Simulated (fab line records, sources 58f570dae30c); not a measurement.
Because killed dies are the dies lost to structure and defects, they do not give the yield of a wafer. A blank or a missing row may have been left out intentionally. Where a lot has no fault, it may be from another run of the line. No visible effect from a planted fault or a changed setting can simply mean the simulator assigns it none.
fab line records	flow berkeley_cmos170
[record] lots = 6	wafers = 18	last_day = 13
route steps=331 shown PVT@122 GATE@125 FIELD@126
lots untouched by any fault: they come from a run of this same line in which no faults occurred
start_h: the number of hours between the record's first day and the start of the first shown wafer of the lot	wait_h: time in hours since the lot's previous step	" same as the row above	L1.1+2: several wafers, shown together as one row	- value missing, or start not given	* or withheld: withheld	< > ~ a bound
route shown NAME@n: names a module that has steps shown in the file, with the first one's number in the route	usual: mean/standard deviation of fault-free wafers	same: alike in all rows	chamber/n: place in a boat	sites: per-site readings	_std_site: standard deviation across them	_edge_site: the outer-site mean with the inner-site mean subtracted	radius_mm: for every site, how far away it sits from the centre of the wafer	mask NAME#n: copy n	behind: tool/chamber where the wafer was last shaped	hold: why the lot was held/for how many hours/how that ended	device: transistor that didn't switch, given as n, p or np	end of line: tests run on the same wafers once the route is complete	a step given without rows: its recipe and nothing more	killed: the dies lost at the first sort to structure and to defects; this is not the yield of the wafer	map: a wafer's dies, x killed, . not, _ none there
set.NAME: the run value of the setting; set.NAME@STEP: its run value at that earlier step	model.NAME: the simulator's own value behind a step, which no gauge read
certain route steps with their lots: each step a table, each wafer a row
services: from which hour (start_h, from the record's first day; less than 0 if before it) a tool's chamber was out of use, for how many hours, and why
[[steps]]
[step UCB170_PVT_IMPLANT_07]
[recipe] species = P	dose_cm2 = 2e+12	energy_kev = 30	tilt_deg = 7
[step UCB170_PVT_STRIP_08]
[recipe] chemistry = O2	power_w = 400	pressure_mtorr = 3500	platen_temp_c = withheld	o2_flow_sccm = 400	overash_fraction = 0.5
[usual] drypump_motor_current_A = 5.5/0.32	o2_flow_sccm = 400.0/1.2	oes_product_au = 0.734/0.0046	strip_time_to_endpoint_s = 21.60/0.051
lot.wafer	tool	chamber	start_h	wait_h	drypump_motor_current_A	o2_flow_sccm	oes_product_au	rf_hours_counter_h	strip_time_to_endpoint_s
L997.2	plasma_asher-01	1	149.87	0.1	5.8	401.1	0.735	47	21.72
L997.4	"	0	"	"	5.1	400.8	0.742	-	21.72
L997.6	"	1	"	"	5.8	400.7	0.732	-	21.68
L998.1	plasma_asher-04	0	150.42	0.1	5.3	399.5	0.742	40	21.68
L998.3	"	0	"	"	5.3	399.8	0.735	-	21.62
L998.5	"	0	"	"	5.3	401.7	0.735	-	21.73
L109.1	plasma_asher-02	1	199.17	0.1	5.4	400.6	0.742	8	21.56
L109.3	"	0	"	"	5.4	403.9	0.736	-	21.61
L109.4	"	1	"	"	5.4	402.5	0.732	-	21.60
L111.1	plasma_asher-01	0	199.36	0.1	5.1	399.4	0.731	53	21.56
L111.5	"	0	"	"	5.1	401.5	0.735	-	21.55
L111.6	"	1	"	"	5.8	398.7	0.734	-	21.53
L116.4	plasma_asher-01	0	231.48	0.1	5.0	400.0	0.730	-	21.53
L116.5	"	1	"	"	5.8	399.7	0.737	-	21.52
L116.6	"	0	"	"	5.1	398.4	0.739	-	21.57
L117.1	plasma_asher-02	0	248.33	0.1	5.3	399.5	0.737	13	21.69
L117.2	"	1	"	"	5.4	400.5	0.733	13	21.64
L117.3	"	0	"	"	5.3	400.7	0.736	-	21.65
[step UCB170_PVT_TW_MEAS_09]
[usual] PVT_TW = 508/3.8
lot.wafer	tool	chamber	start_h	wait_h	PVT_TW
L997.2	film_metro-02	-	149.98	0.1	510
L997.4	"	-	"	"	507
L997.6	"	-	"	"	510
L998.1	film_metro-01	-	150.52	0.1	506
L998.3	"	-	"	"	508
L998.5	"	-	"	"	509
L109.1	film_metro-03	-	199.27	0.1	507
L109.3	"	-	"	"	505
L109.4	"	-	"	"	504
L111.1	film_metro-01	-	199.46	0.1	507
L111.5	"	-	"	"	508
L111.6	"	-	"	"	507
L116.4	film_metro-02	-	231.58	0.1	512
L116.5	"	-	"	"	508
L116.6	"	-	"	"	513
L117.1	film_metro-01	-	248.43	0.1	504
L117.2	"	-	"	"	504
L117.3	"	-	"	"	505
[step UCB170_GATE_WET_ETCH_00]
[recipe] chemistry = dHF	dilution = 25:1	target = SiO2	temp_c = 25	time_s = 200
[step UCB170_FIELD_THK_MEAS_91]
[recipe] reads = SiO2_of_FIELD_OXIDATION_01
[usual] FIELD_OXIDE_LEFT_2_THK = 349/8.5
lot.wafer	tool	chamber	start_h	wait_h	FIELD_OXIDE_LEFT_2_THK[nm]
L997.2	film_metro-03	-	150.11	0.0	344
L997.4	"	-	"	"	349
L997.6	"	-	"	"	344
L998.1	film_metro-03	-	150.65	0.0	347
L998.3	"	-	"	"	351
L998.5	"	-	"	"	348
L109.1	film_metro-02	-	199.69	0.0	350
L109.3	"	-	"	"	359
L109.4	"	-	"	"	356
L111.1	film_metro-01	-	199.69	0.0	348
L111.5	"	-	"	"	347
L111.6	"	-	"	"	347
L116.4	film_metro-02	-	234.57	0.0	360
L116.5	"	-	"	"	369
L116.6	"	-	"	"	352
L117.1	film_metro-03	-	248.55	0.0	351
L117.2	"	-	"	"	338
L117.3	"	-	"	"	354
[step UCB170_GATE_OXIDATION_01]
[recipe] temp_c = 850	ambient = O2	target_thk_a = 66	ox_time_s = 1800
[step UCB170_GATE_THK_MEAS_02]
[recipe] reads = SiO2_of_GATE_OXIDATION_01
[usual] GATE_OXIDE_THK = 6.57/0.1
lot.wafer	tool	chamber	start_h	wait_h	GATE_OXIDE_THK[nm]
L998.1	film_metro-04	-	154.64	0.0	6.61
L998.3	"	-	"	"	6.68
L998.5	"	-	"	"	6.54
L997.2	film_metro-03	-	154.65	0.0	6.79
L997.4	"	-	"	"	6.68
L997.6	"	-	"	"	6.76
L109.1	film_metro-02	-	206.00	0.0	6.59
L109.3	"	-	"	"	6.62
L109.4	"	-	"	"	6.63
L111.1	film_metro-03	-	206.00	0.0	6.65
L111.5	"	-	"	"	6.67
L111.6	"	-	"	"	6.54
L116.4	film_metro-03	-	237.72	0.0	6.64
L116.5	"	-	"	"	6.65
L116.6	"	-	"	"	6.64
L117.1	film_metro-02	-	252.92	0.0	6.48
L117.2	"	-	"	"	6.46
L117.3	"	-	"	"	6.49
[step UCB170_GATE_ANNEAL_03]
[recipe] temp_c = 900	time_s = 1800	ambient = N2
[step UCB170_GATE_CVD_04]
[recipe] material = poly-Si	temp_c = 610	precursor = SiH4	time_s = 1440	pressure_mtorr = 375	target_thk_nm = 214	sih4_flow_sccm = 120
[step UCB170_GATE_THK_MEAS_05]
[recipe] reads = poly-Si_of_GATE_CVD_04
[usual] GATE_POLY_THK = 213.9/2.1
lot.wafer	tool	chamber	start_h	wait_h	GATE_POLY_THK[nm]
L997.2	film_metro-04	-	161.89	0.0	211.6
L997.4	"	-	"	"	210.7
L997.6	"	-	"	"	211.1
L998.1	film_metro-02	-	161.89	0.0	215.7
L998.3	"	-	"	"	217.6
L998.5	"	-	"	"	215.4
L109.1	film_metro-03	-	216.26	0.0	214.3
L109.3	"	-	"	"	213.8
L109.4	"	-	"	"	213.8
L111.1	film_metro-02	-	216.26	0.0	217.6
L111.5	"	-	"	"	216.3
L111.6	"	-	"	"	216.5
L116.4	film_metro-04	-	248.65	0.0	214.8
L116.5	"	-	"	"	214.3
L116.6	"	-	"	"	214.4
L117.1	film_metro-03	-	259.27	0.0	210.5
L117.2	"	-	"	"	210.6
L117.3	"	-	"	"	211.3
[step UCB170_GATE_COAT_06]
[recipe] resist = BARC	temp_c = withheld	time_s = withheld	spin_rpm = 3000	resist_thk_nm = withheld
[step UCB170_GATE_COAT_07]
[recipe] resist = KrF	spin_rpm = 1500	resist_thk_nm = 900
[step UCB170_GATE_SOFTBAKE_08]
[recipe] resist = KrF	temp_c = 130	time_s = 60
[usual] chill_plate_temp_C = 22.99/0.11	heater_power_total_W = 56.81/0.041	run_length_s = 89.22/0.18
lot.wafer	tool	chamber	start_h	wait_h	chill_plate_temp_C	heater_power_total_W	run_length_s
L998.1	litho_track-04	0	162	-	23.12	56.86	88.93
L998.3	"	0	"	"	23.03	56.76	89.27
L998.5	"	0	"	"	23.07	56.76	89.17
L997.2	litho_track-01	0	162	-	22.94	56.82	89.44
L997.4	"	0	"	"	23.02	56.81	89.16
L997.6	"	0	"	"	23.00	56.79	89.25
L109.1	litho_track-04	0	216	-	23.03	60.79	75.98
L109.3	"	0	"	"	23.15	60.74	76.03
L109.4	"	0	"	"	23.07	60.67	76.14
L111.1	litho_track-04	0	217	-	23.18	60.77	76.18
L111.5	"	0	"	"	23.07	60.71	76.16
L111.6	"	0	"	"	22.89	60.75	76.33
L116.4	litho_track-03	0	249	-	23.00	56.76	89.24
L116.5	"	0	"	"	23.10	56.76	89.34
L116.6	"	0	"	"	23.17	56.71	89.26
L117.1	litho_track-01	0	260	-	22.91	56.82	89.34
L117.2	"	0	"	"	23.07	56.86	89.54
L117.3	"	0	"	"	22.96	56.84	89.20
[step UCB170_GATE_EXPOSE_09]
[recipe] mask_id = POLY	target_cd_nm = 350	na = 0.5	sigma_outer = 0.6	source_shape = conventional	dose_mj = 21
[step UCB170_GATE_PEB_10]
[recipe] peb_temp_c = 130	peb_time_s = withheld	resist = KrF
[step UCB170_GATE_DEVELOP_11]
[recipe] developer = TMAH	develop_time_s = 45	resist = KrF	dev_temp_c = 21
[step UCB170_GATE_CD_MEAS_12]
[recipe] target_cd_nm = 350
[usual] cd_nm = 349.9/1.7
lot.wafer	tool	chamber	start_h	wait_h	cd_nm
L997.2	cd_sem-02	-	163.67	-	347.7
L997.4	"	-	"	"	346.5
L997.6	"	-	"	"	349.1
L998.1	cd_sem-01	-	163.74	-	349.1
L998.3	"	-	"	"	348.5
L998.5	"	-	"	"	346.9
L109.1	cd_sem-02	-	217.95	-	350.5
L109.3	"	-	"	"	352.0
L109.4	"	-	"	"	351.9
L111.1	cd_sem-02	-	218.22	-	353.0
L111.5	"	-	"	"	353.4
L111.6	"	-	"	"	351.2
L116.4	cd_sem-02	-	249.58	-	349.0
L116.5	"	-	"	"	347.2
L116.6	"	-	"	"	348.8
L117.1	cd_sem-02	-	261.16	-	347.9
L117.2	"	-	"	"	346.9
L117.3	"	-	"	"	346.0
[step UCB170_GATE_OVL_MEAS_13]
[usual] GATE_OVL = 3/5.5
lot.wafer	tool	chamber	start_h	wait_h	GATE_OVL[nm]
L997.2	overlay-02	-	163.78	0.1	1
L997.4	"	-	"	"	-1
L997.6	"	-	"	"	-2
L998.1	overlay-01	-	163.86	0.1	3
L998.3	"	-	"	"	12
L998.5	"	-	"	"	5
L109.1	overlay-02	-	218.07	0.1	1
L109.3	"	-	"	"	-4
L109.4	"	-	"	"	1
L111.1	overlay-02	-	218.34	0.1	-1
L111.5	"	-	"	"	9
L111.6	"	-	"	"	0
L116.4	overlay-02	-	249.66	0.1	7
L116.5	"	-	"	"	-2
L116.6	"	-	"	"	6
L117.1	overlay-02	-	261.28	0.1	2
L117.2	"	-	"	"	0
L117.3	"	-	"	"	2
[step UCB170_GATE_ETCH_14]
[recipe] chemistry = N2/H2	target_depth_a = withheld	overetch_a = withheld	target = BARC	time_s = withheld	source_w = 500	bias_w = 100	pressure_mtorr = 30	n2_flow_sccm = 100	h2_flow_sccm = 200
[usual] drypump_motor_current_A = 5.7/0.42	oes_product_au = 1.009/0.025	throttle_valve_pct = 13.28/0.22
lot.wafer	tool	chamber	start_h	wait_h	drypump_motor_current_A	oes_product_au	throttle_valve_pct
L997.2	rie_diel-03	2	163.81	0.0	5.5	1.027	13.46
L997.4	"	0	"	"	6.3	1.012	13.46
L997.6	"	1	"	"	5.7	1.028	13.34
L998.1	rie_diel-01	0	163.90	0.0	5.6	1.019	13.16
L998.3	"	2	"	"	5.2	1.016	13.42
L998.5	"	1	"	"	5.0	0.971	12.90
L109.1	rie_diel-01	2	218.11	0.0	5.2	1.028	13.43
L109.3	"	0	"	"	5.6	1.028	13.17
L109.4	"	1	"	"	5.0	0.980	12.93
L111.1	rie_diel-03	0	218.38	0.0	6.3	0.999	13.48
L111.5	"	1	"	"	5.6	1.032	13.34
L111.6	"	0	"	"	6.3	1.001	13.46
L116.4	rie_diel-04	1	249.70	0.0	6.5	0.957	12.95
L116.5	"	2	"	"	5.7	0.982	13.20
L116.6	"	0	"	"	5.9	0.973	13.63
L117.1	rie_diel-04	2	261.32	0.0	5.7	0.978	13.21
L117.2	"	1	"	"	6.5	0.964	12.94
L117.3	"	0	"	"	5.9	0.980	13.63
[step UCB170_GATE_ETCH_15]
[recipe] chemistry = HBr/Cl2	target = poly-Si	stop_on = SiO2	over_etch_frac = 0.3	icp_w = 300	bias_w = 150	time_s = 56.3	pressure_mtorr = 15	HBr_flow_sccm = 150	Cl2_flow_sccm = 50	target_depth_a = 2782
[usual] HBr_flow_sccm = 149.9/0.41	drypump_motor_current_A = 5.6/0.48	he_backside_leak_sccm = 2.6/0.33	mfc_cl2_sccm = 50.00/0.16	oes_product_au = 0.827/0.015	throttle_valve_pct = 26.49/0.26
lot.wafer	tool	chamber	start_h	wait_h	HBr_flow_sccm	drypump_motor_current_A	he_backside_leak_sccm	mfc_cl2_sccm	oes_product_au	rf_hours_counter_h	throttle_valve_pct	model.GATE.cd_nm
L997.2	rie_si-01	3	163.85	-	149.7	4.7	2.4	50.08	0.844	1	26.91	347.3
L997.4	"	1	"	"	149.4	5.7	2.4	49.91	0.807	28	26.22	346.5
L997.6	"	3	"	"	150.7	4.6	2.5	50.11	0.843	-	26.91	348.6
L998.1	rie_si-02	3	163.94	-	150.3	5.8	2.4	49.83	0.841	0	26.72	348.5
L998.3	"	0	"	"	149.7	5.8	3.4	49.99	0.844	54	26.62	347.8
L998.5	"	3	"	"	149.2	5.8	2.2	49.80	0.829	-	26.72	347
L109.1	rie_si-01	0	218.15	-	149.8	5.2	2.6	50.15	0.811	1	26.19	349.4
L109.3	"	2	"	"	149.7	6.4	2.7	50.11	0.832	37	26.27	351.7
L109.4	"	1	"	"	149.5	5.7	2.3	50.02	0.819	28	26.22	351.6
L111.1	rie_si-02	3	218.42	-	149.6	5.8	2.5	49.82	0.836	0	26.74	353.1
L111.5	"	0	"	"	150.2	5.8	3.4	50.20	0.848	-	26.62	353.2
L111.6	"	3	"	"	149.9	5.7	2.4	50.13	0.827	-	26.72	351.5
L116.4	rie_si-02	1	249.72	-	149.0	6.0	2.3	49.61	0.828	2	26.69	349
L116.5	"	0	"	"	150.5	5.8	3.2	49.77	0.839	-	26.62	346.7
L116.6	"	1	"	"	150.5	5.9	2.3	49.72	0.829	-	26.70	348.8
L117.1	rie_si-02	1	261.36	-	149.7	5.9	2.3	49.77	0.811	2	26.67	347.5
L117.2	"	2	"	"	150.0	5.8	2.6	49.94	0.830	1	26.31	348.1
L117.3	"	3	"	"	149.7	5.8	2.4	49.99	0.816	1	26.73	346.7
[step UCB170_GATE_STRIP_16]
[recipe] chemistry = O2	power_w = 400	pressure_mtorr = 3500	platen_temp_c = withheld	o2_flow_sccm = 400	overash_fraction = 0.5
[usual] drypump_motor_current_A = 5.57/0.27	o2_flow_sccm = 400.1/1.1	oes_product_au = 0.724/0.0041
lot.wafer	tool	chamber	start_h	wait_h	drypump_motor_current_A	o2_flow_sccm	oes_product_au	rf_hours_counter_h
L997.2	plasma_asher-03	0	163.90	0.0	5.59	401.1	0.720	33
L997.4	"	1	"	"	5.60	398.2	0.717	-
L997.6	"	1	"	"	5.61	400.1	0.721	-
L998.1	plasma_asher-02	1	163.99	0.0	5.40	400.5	0.721	4
L998.3	"	1	"	"	5.41	399.6	0.726	-
L998.5	"	1	"	"	5.40	398.9	0.729	-
L109.1	plasma_asher-04	0	218.20	0.0	5.27	399.3	0.719	48
L109.3	"	0	"	"	5.26	399.7	0.726	-
L109.4	"	1	"	"	6.02	400.0	0.727	-
L111.1	plasma_asher-03	0	218.47	0.0	5.59	399.3	0.726	39
L111.5	"	0	"	"	5.60	399.5	0.720	-
L111.6	"	1	"	"	5.58	400.5	0.730	-
L116.4	plasma_asher-03	0	249.80	0.1	5.59	401.9	0.728	-
L116.5	"	0	"	"	5.59	400.7	0.724	-
L116.6	"	1	"	"	5.61	399.8	0.724	-
L117.1	plasma_asher-04	1	261.41	0.0	6.01	399.7	0.722	53
L117.2	"	0	"	"	5.28	401.6	0.718	53
L117.3	"	0	"	"	5.28	400.9	0.726	-
[[services]]
tool	chamber	start_h	hours	kind
plasma_asher-04	-	137.63	0.6	repair
plasma_asher-02	-	146.01	0.4	repair
rie_diel-04	1	146.53	1.6	repair
plasma_asher-02	-	148.74	1.1	repair
rie_diel-01	3	150.85	-	clean
rie_diel-01	3	150.85	18.0	scheduled_down
rie_diel-01	3	150.85	18.0	vent_cycle
rie_diel-03	-	154.27	2.8	pm
rie_diel-04	3	163.30	7.7	repair
rie_si-02	1	179.35	3.1	repair
rie_si-02	3	192.01	4.6	repair
rie_diel-04	-	208.13	5.3	repair
plasma_asher-03	-	214.98	1.8	repair
plasma_asher-02	-	230.89	9.0	repair
rie_diel-01	2	240.70	16.0	repair
rie_si-02	-	247.81	0.3	repair
rie_diel-04	3	249.22	3.9	repair
[[key]]
[first_sign] step = UCB170_GATE_SOFTBAKE_08	reading = heater_power_total_W	direction = up	sigmas = 95	usual = 56.81	struck = 60.74
[effect] step = UCB170_GATE_SOFTBAKE_08	reading = run_length_s	direction = down	sigmas = 72	usual = *	struck = *
[model_effect] step = UCB170_GATE_ETCH_15	value = GATE.cd_nm	without = 349	struck = 351.7
met_at UCB170_GATE_SOFTBAKE_08
struck_wafers L109.1,L109.3,L109.4,L111.1,L111.5,L111.6
tester_left_out L109,L111
onset_between 162 216
[fault] kind = process_parameter_drift	tool = litho_track-04	chamber = -	onset_h = 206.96	steps = UCB170_GATE_SOFTBAKE_08	channel = time_s	offset = *	shape = step	end_h = 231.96	acts_in = *	stated = *
// tester_left_out: of these lots the tester's yield and bins aren't shown, on N5 and GAA mostly nor the transistor test; their killed dies are dies lost to structure and defects alone, not to doping, threshold or leakage, so they don't give the yield
